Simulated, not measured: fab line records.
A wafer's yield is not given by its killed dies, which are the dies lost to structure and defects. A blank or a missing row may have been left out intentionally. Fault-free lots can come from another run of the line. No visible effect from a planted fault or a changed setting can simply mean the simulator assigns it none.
fab line records -- flow rit-cmos
[record] lots = 7, wafers = 21, last-day = 7
route steps=202 shown SDANNEAL@154 PSD@157 NSD@158 PLDD@159 NLDD@160 SILICIDE@161
lots that met no fault: from a run of the same line without faults
start-h: start of the lot's first displayed wafer, in hours after the record's first day -- wait-h: how many hours have passed since the lot's step before this one -- " repeats the value in the row above -- L1.1+2: several wafers, shown together as one row -- - no value present, or no start provided -- * or withheld: withheld -- < > ~ a bound
route shown NAME@n: NAME is a module with steps in the file, n the number in the route of the first one -- usual: mean/standard deviation of fault-free wafers -- same: alike in all rows -- chamber/n: place in a boat -- sites: readings site by site -- _std_site: how widely they spread, as a standard deviation -- _edge_site: inner sites' mean taken away from outer sites' mean -- radius-mm: for every site, how far away it sits from the centre of the wafer -- mask NAME#n: copy n -- behind: the most recent tool/chamber to have shaped the wafer -- hold: the reason the lot was held/the length of the hold in hours/how it ended -- device: whichever transistor did not switch (one of n, p or np) -- end of line: tests run on the same wafers once the route is complete -- a step with no rows: only its recipe -- killed: count of dies lost to structure and defects at first sort (not the wafer's yield) -- map: dies across one wafer; x = killed, . = not, _ = none there
set.NAME: the setting as run; set.NAME@STEP: as run at that earlier step -- model.NAME: the simulator's own value behind a step, which no gauge read
lots at selected steps of the route; one table per step, one row per wafer
services: from which hour (start-h, from the record's first day; less than 0 if before it) a tool's chamber was out of use, for how many hours, and why
[[steps]]
[step RIT_SDANNEAL_CLEAN_01]
[recipe] chemistry = dHF, dilution = 50:1, time-s = 30
[step RIT_SDANNEAL_CLEAN_02]
[recipe] chemistry = SC2, mix = 3:3:50, time-s = 600, temp-c = 75, dry = n2-spin
[step RIT_SDANNEAL_RTA_03]
[recipe] temp-c = 1050, time-s = 5, idle-temp-c = 600, ramp-up-c-per-s = 342, ramp-down-c-per-s = 171, cool-to-c = 600, ambient = N2
[usual] ramp-up-c-per-s = 342.00/0.063, wafer_temp_C_max = 1053.6/1.2
lot.wafer,tool,chamber,start-h,wait-h,ramp-up-c-per-s,wafer_temp_C_max
L736.2,rtp-anneal-01,0,70.44,0.0,342.03,1052.0
L736.5,rtp-anneal-01,0,70.44,0.0,341.97,1053.4
L736.6,rtp-anneal-01,0,70.44,0.0,341.94,1054.2
L739.2,rtp-anneal-02,0,83.59,0.0,342.01,1052.4
L739.3,rtp-anneal-02,0,83.59,0.0,342.09,1054.9
L739.5,rtp-anneal-02,0,83.59,0.0,341.92,1055.0
L740.1,rtp-anneal-01,0,89.98,0.0,342.12,1052.7
L740.3,rtp-anneal-01,0,89.98,0.0,341.90,1052.8
L740.4,rtp-anneal-01,0,89.98,0.0,341.97,1052.5
L741.2,rtp-anneal-02,0,95.27,0.0,341.95,1052.4
L741.3,rtp-anneal-02,0,95.27,0.0,341.88,1053.5
L741.6,rtp-anneal-02,0,95.27,0.0,342.05,1053.3
L742.2,rtp-anneal-01,0,100.83,0.0,342.06,1054.2
L742.4,rtp-anneal-01,0,100.83,0.0,342.09,1054.1
L742.6,rtp-anneal-01,0,100.83,0.0,342.00,1055.6
L753.1,rtp-anneal-02,0,153.70,0.0,342.03,1053.2
L753.5,rtp-anneal-02,0,153.70,0.0,342.02,1054.3
L753.6,rtp-anneal-02,0,153.70,0.0,341.96,1055.5
L755.3,rtp-anneal-02,0,164.62,0.0,341.93,1052.6
L755.5,rtp-anneal-02,0,164.62,0.0,341.97,1053.7
L755.6,rtp-anneal-02,0,164.62,0.0,342.00,1052.7
[step RIT_SDANNEAL_RS_MEAS_04]
[recipe] thk-meas-gauge = four-point-probe
[usual] PSD_RS = 115.78/0.25
lot.wafer,tool,chamber,start-h,wait-h,PSD_RS[ohm/sq]
L736.2,film-metro-01,-,70.51,0.1,115.77
L736.5,film-metro-01,-,70.51,0.1,115.41
L736.6,film-metro-01,-,70.51,0.1,115.51
L739.2,film-metro-01,-,83.66,0.1,115.97
L739.3,film-metro-01,-,83.66,0.1,116.05
L739.5,film-metro-01,-,83.66,0.1,116.17
L740.1,film-metro-03,-,90.04,0.0,115.56
L740.3,film-metro-03,-,90.04,0.0,115.76
L740.4,film-metro-03,-,90.04,0.0,116.07
L741.2,film-metro-03,-,95.34,0.1,115.31
L741.3,film-metro-03,-,95.34,0.1,115.39
L741.6,film-metro-03,-,95.34,0.1,115.31
L742.2,film-metro-04,-,100.90,0.1,116.04
L742.4,film-metro-04,-,100.90,0.1,115.74
L742.6,film-metro-04,-,100.90,0.1,115.95
L753.1,film-metro-03,-,153.76,0.0,115.81
L753.5,film-metro-03,-,153.76,0.0,116.10
L753.6,film-metro-03,-,153.76,0.0,115.84
L755.3,film-metro-03,-,164.69,0.1,115.68
L755.5,film-metro-03,-,164.69,0.1,116.05
L755.6,film-metro-03,-,164.69,0.1,115.71
[step RIT_SDANNEAL_RS_MEAS_05]
[recipe] thk-meas-gauge = four-point-probe
[usual] NSD_RS = 84.5/0.32
lot.wafer,tool,chamber,start-h,wait-h,NSD_RS[ohm/sq]
L736.2,film-metro-01,-,70.63,0.1,84.4
L736.5,film-metro-01,-,70.63,0.1,84.1
L736.6,film-metro-01,-,70.63,0.1,84.3
L739.2,film-metro-01,-,83.78,0.1,84.7
L739.3,film-metro-01,-,83.78,0.1,84.7
L739.5,film-metro-01,-,83.78,0.1,84.5
L740.1,film-metro-03,-,90.16,0.1,84.3
L740.3,film-metro-03,-,90.16,0.1,84.3
L740.4,film-metro-03,-,90.16,0.1,84.4
L741.2,film-metro-03,-,95.46,0.1,84.5
L741.3,film-metro-03,-,95.46,0.1,84.2
L741.6,film-metro-03,-,95.46,0.1,84.4
L742.2,film-metro-04,-,101.02,0.1,83.7
L742.4,film-metro-04,-,101.02,0.1,83.9
L742.6,film-metro-04,-,101.02,0.1,83.8
L753.1,film-metro-03,-,153.88,0.1,84.8
L753.5,film-metro-03,-,153.88,0.1,84.9
L753.6,film-metro-03,-,153.88,0.1,85.2
L755.3,film-metro-03,-,164.81,0.1,85.1
L755.5,film-metro-03,-,164.81,0.1,84.7
L755.6,film-metro-03,-,164.81,0.1,84.5
[step RIT_SDANNEAL_RS_MEAS_06]
[recipe] thk-meas-gauge = four-point-probe
[usual] PLDD_RS = 178.5/0.44
lot.wafer,tool,chamber,start-h,wait-h,PLDD_RS[ohm/sq]
L736.2,film-metro-01,-,70.75,0.1,179.0
L736.5,film-metro-01,-,70.75,0.1,178.5
L736.6,film-metro-01,-,70.75,0.1,178.5
L739.2,film-metro-01,-,83.90,0.1,178.8
L739.3,film-metro-01,-,83.90,0.1,178.8
L739.5,film-metro-01,-,83.90,0.1,178.7
L740.1,film-metro-03,-,90.28,0.1,178.5
L740.3,film-metro-03,-,90.28,0.1,178.4
L740.4,film-metro-03,-,90.28,0.1,178.5
L741.2,film-metro-03,-,95.58,0.1,178.6
L741.3,film-metro-03,-,95.58,0.1,178.2
L741.6,film-metro-03,-,95.58,0.1,178.8
L742.2,film-metro-04,-,101.14,0.1,178.8
L742.4,film-metro-04,-,101.14,0.1,179.1
L742.6,film-metro-04,-,101.14,0.1,179.1
L753.1,film-metro-03,-,154.00,0.1,179.6
L753.5,film-metro-03,-,154.00,0.1,180.0
L753.6,film-metro-03,-,154.00,0.1,179.6
L755.3,film-metro-03,-,164.93,0.1,178.2
L755.5,film-metro-03,-,164.93,0.1,178.7
L755.6,film-metro-03,-,164.93,0.1,178.2
[step RIT_SDANNEAL_RS_MEAS_07]
[recipe] thk-meas-gauge = four-point-probe
[usual] NLDD_RS = 151.4/0.56
lot.wafer,tool,chamber,start-h,wait-h,NLDD_RS[ohm/sq]
L736.2,film-metro-01,-,70.87,0.1,152.0
L736.5,film-metro-01,-,70.87,0.1,151.8
L736.6,film-metro-01,-,70.87,0.1,151.8
L739.2,film-metro-01,-,84.02,0.1,153.2
L739.3,film-metro-01,-,84.02,0.1,152.8
L739.5,film-metro-01,-,84.02,0.1,152.6
L740.1,film-metro-03,-,90.40,0.1,151.4
L740.3,film-metro-03,-,90.40,0.1,151.3
L740.4,film-metro-03,-,90.40,0.1,150.9
L741.2,film-metro-03,-,95.70,0.1,151.6
L741.3,film-metro-03,-,95.70,0.1,152.0
L741.6,film-metro-03,-,95.70,0.1,151.7
L742.2,film-metro-04,-,101.26,0.1,150.8
L742.4,film-metro-04,-,101.26,0.1,150.8
L742.6,film-metro-04,-,101.26,0.1,151.2
L753.1,film-metro-03,-,154.12,0.1,152.1
L753.5,film-metro-03,-,154.12,0.1,151.8
L753.6,film-metro-03,-,154.12,0.1,151.7
L755.3,film-metro-03,-,165.05,0.1,151.4
L755.5,film-metro-03,-,165.05,0.1,151.9
L755.6,film-metro-03,-,165.05,0.1,151.6
[step RIT_SILICIDE_WET_ETCH_00]
[recipe] chemistry = BOE, target = SiO2, target-depth-nm = 14, time-s = 15, dry = n2-spin, dilution = 10:1, temp-c = 21.5
[step RIT_SILICIDE_SPUTTER_01]
[recipe] material = Ti, target-thk-nm = 30, power-w = 350, chamber-pressure-pa = 0.667, gas = Ar, time-s = 240, substrate-temp-c = 25
[usual] throttle-valve-pct = 30.0/0.75
lot.wafer,tool,chamber,start-h,wait-h,throttle-valve-pct
L736.2,pvd-sputter-03,-,70.98,0.0,30.0
L736.5,pvd-sputter-03,-,70.98,0.0,30.1
L736.6,pvd-sputter-03,-,70.98,0.0,30.2
L739.2,pvd-sputter-01,-,84.13,0.0,31.3
L739.3,pvd-sputter-01,-,84.13,0.0,30.0
L739.5,pvd-sputter-01,-,84.13,0.0,29.6
L740.1,pvd-sputter-03,-,90.54,0.0,29.7
L740.3,pvd-sputter-03,-,90.54,0.0,31.5
L740.4,pvd-sputter-03,-,90.54,0.0,30.1
L741.2,pvd-sputter-01,-,95.81,0.0,31.2
L741.3,pvd-sputter-01,-,95.81,0.0,30.0
L741.6,pvd-sputter-01,-,95.81,0.0,29.7
L742.2,pvd-sputter-04,-,101.37,0.0,29.8
L742.4,pvd-sputter-04,-,101.37,0.0,29.6
L742.6,pvd-sputter-04,-,101.37,0.0,29.1
L753.1,pvd-sputter-01,-,154.25,0.0,29.9
L753.5,pvd-sputter-01,-,154.25,0.0,30.1
L753.6,pvd-sputter-01,-,154.25,0.0,28.8
L755.3,pvd-sputter-01,-,165.15,0.0,28.9
L755.5,pvd-sputter-01,-,165.15,0.0,31.4
L755.6,pvd-sputter-01,-,165.15,0.0,29.7
[step RIT_SILICIDE_RS_MEAS_02]
[recipe] thk-meas-gauge = four-point-probe, reads = Ti_of_SILICIDE_SPUTTER_01
[usual] SILICIDE_TI_RS = 48.0/0.67
lot.wafer,tool,chamber,start-h,wait-h,SILICIDE_TI_RS[ohm/sq]
L736.2,film-metro-03,-,71.15,0.1,46.6
L736.5,film-metro-03,-,71.15,0.1,46.8
L736.6,film-metro-03,-,71.15,0.1,46.7
L739.2,film-metro-01,-,84.30,0.1,48.3
L739.3,film-metro-01,-,84.30,0.1,49.3
L739.5,film-metro-01,-,84.30,0.1,48.2
L740.1,film-metro-02,-,90.69,0.1,49.2
L740.3,film-metro-02,-,90.69,0.1,48.0
L740.4,film-metro-02,-,90.69,0.1,48.3
L741.2,film-metro-02,-,95.98,0.1,48.4
L741.3,film-metro-02,-,95.98,0.1,48.6
L741.6,film-metro-02,-,95.98,0.1,48.2
L742.2,film-metro-02,-,101.54,0.1,48.3
L742.4,film-metro-02,-,101.54,0.1,47.9
L742.6,film-metro-02,-,101.54,0.1,47.8
L753.1,film-metro-02,-,154.40,0.1,47.9
L753.5,film-metro-02,-,154.40,0.1,48.3
L753.6,film-metro-02,-,154.40,0.1,48.4
L755.3,film-metro-03,-,165.34,0.1,48.0
L755.5,film-metro-03,-,165.34,0.1,47.1
L755.6,film-metro-03,-,165.34,0.1,47.6
[step RIT_SILICIDE_THK_MEAS_03]
[recipe] thk-meas-gauge = xrf, reads = Ti_of_SILICIDE_SPUTTER_01
[usual] SILICIDE_TI_THK = 30.1/0.38
lot.wafer,tool,chamber,start-h,wait-h,SILICIDE_TI_THK[nm]
L736.2,film-metro-03,-,71.26,0.1,30.9
L736.5,film-metro-03,-,71.26,0.1,30.8
L736.6,film-metro-03,-,71.26,0.1,30.9
L739.2,film-metro-01,-,84.41,0.1,29.8
L739.3,film-metro-01,-,84.41,0.1,29.2
L739.5,film-metro-01,-,84.41,0.1,30.1
L740.1,film-metro-02,-,90.81,0.1,29.5
L740.3,film-metro-02,-,90.81,0.1,30.1
L740.4,film-metro-02,-,90.81,0.1,30.0
L741.2,film-metro-02,-,96.09,0.1,30.1
L741.3,film-metro-02,-,96.09,0.1,29.9
L741.6,film-metro-02,-,96.09,0.1,30.2
L742.2,film-metro-02,-,101.65,0.1,30.1
L742.4,film-metro-02,-,101.65,0.1,30.4
L742.6,film-metro-02,-,101.65,0.1,30.4
L753.1,film-metro-02,-,154.52,0.1,30.3
L753.5,film-metro-02,-,154.52,0.1,30.1
L753.6,film-metro-02,-,154.52,0.1,29.9
L755.3,film-metro-03,-,165.44,0.1,30.0
L755.5,film-metro-03,-,165.44,0.1,30.6
L755.6,film-metro-03,-,165.44,0.1,30.2
[step RIT_SILICIDE_RTA_04]
[recipe] temp-c = 650, time-s = 10, idle-temp-c = 25, ramp-up-s = 5, ramp-down-s = 5, cool-to-c = 25, ambient = N2
[usual] wafer_temp_C_max = 652.6/0.52
lot.wafer,tool,chamber,start-h,wait-h,wafer_temp_C_max
L736.2,rtp-anneal-02,0,71.34,0.1,652.6
L736.5,rtp-anneal-02,0,71.34,0.1,652.7
L736.6,rtp-anneal-02,0,71.34,0.1,653.4
L739.2,rtp-anneal-01,0,84.47,0.1,653.1
L739.3,rtp-anneal-01,0,84.47,0.1,652.8
L739.5,rtp-anneal-01,0,84.47,0.1,653.4
L740.1,rtp-anneal-02,0,90.87,0.1,652.3
L740.3,rtp-anneal-02,0,90.87,0.1,652.9
L740.4,rtp-anneal-02,0,90.87,0.1,653.1
L741.2,rtp-anneal-01,0,96.15,0.1,652.8
L741.3,rtp-anneal-01,0,96.15,0.1,652.0
L741.6,rtp-anneal-01,0,96.15,0.1,652.9
L742.2,rtp-anneal-02,0,101.71,0.1,652.8
L742.4,rtp-anneal-02,0,101.71,0.1,652.3
L742.6,rtp-anneal-02,0,101.71,0.1,653.3
L753.1,rtp-anneal-01,0,154.58,0.1,652.8
L753.5,rtp-anneal-01,0,154.58,0.1,652.8
L753.6,rtp-anneal-01,0,154.58,0.1,652.3
L755.3,rtp-anneal-01,0,165.50,0.1,652.2
L755.5,rtp-anneal-01,0,165.50,0.1,652.3
L755.6,rtp-anneal-01,0,165.50,0.1,652.2
[step RIT_SILICIDE_WET_ETCH_05]
[recipe] chemistry = SPM, target = Ti, temp-c = 90, time-s = 120, dry = n2-spin
[usual] bath-guard-temp-C = 90.2/0.53, bath-heat-duty-pct = 13.9/1.5
lot.wafer,tool,chamber,start-h,wait-h,bath-guard-temp-C,bath-heat-duty-pct
L736.2,wet-bench-04,3,71.45,0.1,90.4,13.1
L736.5,wet-bench-04,3,71.45,0.1,90.1,13.1
L736.6,wet-bench-04,3,71.45,0.1,90.3,13.2
L739.2,wet-bench-01,2,84.53,0.0,90.0,15.8
L739.3,wet-bench-01,2,84.53,0.0,90.4,15.5
L739.5,wet-bench-01,2,84.53,0.0,90.2,13.8
L740.1,wet-bench-02,0,90.93,0.1,-,-
L740.3,wet-bench-02,0,90.93,0.1,-,-
L740.4,wet-bench-02,0,90.93,0.1,-,-
L741.2,wet-bench-01,0,96.21,0.0,-,-
L741.3,wet-bench-01,0,96.21,0.0,-,-
L741.6,wet-bench-01,0,96.21,0.0,-,-
L742.2,wet-bench-04,2,101.77,0.0,-,-
L742.4,wet-bench-04,2,101.77,0.0,-,-
L742.6,wet-bench-04,2,101.77,0.0,-,-
L753.1,wet-bench-04,0,154.65,0.1,89.0,12.2
L753.5,wet-bench-04,0,154.65,0.1,89.2,14.4
L753.6,wet-bench-04,0,154.65,0.1,89.2,12.9
L755.3,wet-bench-04,0,165.55,0.0,88.8,14.3
L755.5,wet-bench-04,0,165.55,0.0,89.1,13.9
L755.6,wet-bench-04,0,165.55,0.0,89.3,13.3
[step RIT_SILICIDE_RTA_06]
[recipe] temp-c = 750, time-s = 10, idle-temp-c = 25, ramp-up-s = 5, ramp-down-s = 10, cool-to-c = 25, ambient = N2
[usual] wafer_temp_C_max = 752.9/0.52
lot.wafer,tool,chamber,start-h,wait-h,wafer_temp_C_max
L736.2,rtp-anneal-01,0,71.50,0.0,752.4
L736.5,rtp-anneal-01,0,71.50,0.0,753.3
L736.6,rtp-anneal-01,0,71.50,0.0,753.4
L739.2,rtp-anneal-02,0,84.58,0.0,752.9
L739.3,rtp-anneal-02,0,84.58,0.0,752.3
L739.5,rtp-anneal-02,0,84.58,0.0,753.0
L740.1,rtp-anneal-01,0,90.98,0.0,752.5
L740.3,rtp-anneal-01,0,90.98,0.0,752.3
L740.4,rtp-anneal-01,0,90.98,0.0,752.5
L741.2,rtp-anneal-02,0,96.26,0.0,754.0
L741.3,rtp-anneal-02,0,96.26,0.0,752.6
L741.6,rtp-anneal-02,0,96.26,0.0,753.5
L742.2,rtp-anneal-01,0,101.82,0.0,753.3
L742.4,rtp-anneal-01,0,101.82,0.0,752.8
L742.6,rtp-anneal-01,0,101.82,0.0,752.6
L753.1,rtp-anneal-02,0,154.69,0.0,752.9
L753.5,rtp-anneal-02,0,154.69,0.0,752.3
L753.6,rtp-anneal-02,0,154.69,0.0,752.2
L755.3,rtp-anneal-02,0,165.61,0.0,753.5
L755.5,rtp-anneal-02,0,165.61,0.0,752.7
L755.6,rtp-anneal-02,0,165.61,0.0,752.6
[[services]]
tool,chamber,start-h,hours,kind
pvd-sputter-01,-,64.46,7.9,repair
pvd-sputter-03,-,94.38,10.6,repair
wet-bench-02,-,101.45,57.3,repair
[[key]]
[first-sign] step = RIT_SILICIDE_WET_ETCH_05, reading = tool-record, direction = missing
effect none on later readings
met-at RIT_SILICIDE_WET_ETCH_05
struck-wafers L740.1,L740.3,L740.4,L741.2,L741.3,L741.6,L742.2,L742.4,L742.6
later-rows-left-out L740.1,L740.3,L740.4,L741.2,L741.3,L741.6,L742.2,L742.4,L742.6
sort-left-out L740.1,L740.3,L740.4,L741.2,L741.3,L741.6,L742.2,L742.4,L742.6
tester-left-out L740,L741,L742
onset-between 84.53 90.93
[fault] kind = skipped-step-whole, tool = wet-bench-01,wet-bench-02,wet-bench-04, chamber = -, onset-h = 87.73, steps = RIT_SILICIDE_WET_ETCH_05, scope = struck-lots-only
// tester-left-out: of these lots the tester's yield and bins aren't shown, on N5 and GAA mostly nor the transistor test; their killed dies are dies lost to structure and defects alone, not to doping, threshold or leakage, so they don't give the yield
// sort-left-out: the simulated sort isn't trusted on such a fault, so these wafers' sort isn't shown, and their yield isn't known
// later-rows-left-out: the simulator's readings of these wafers behind a module that went badly wrong aren't trusted and aren't shown, but for the sort
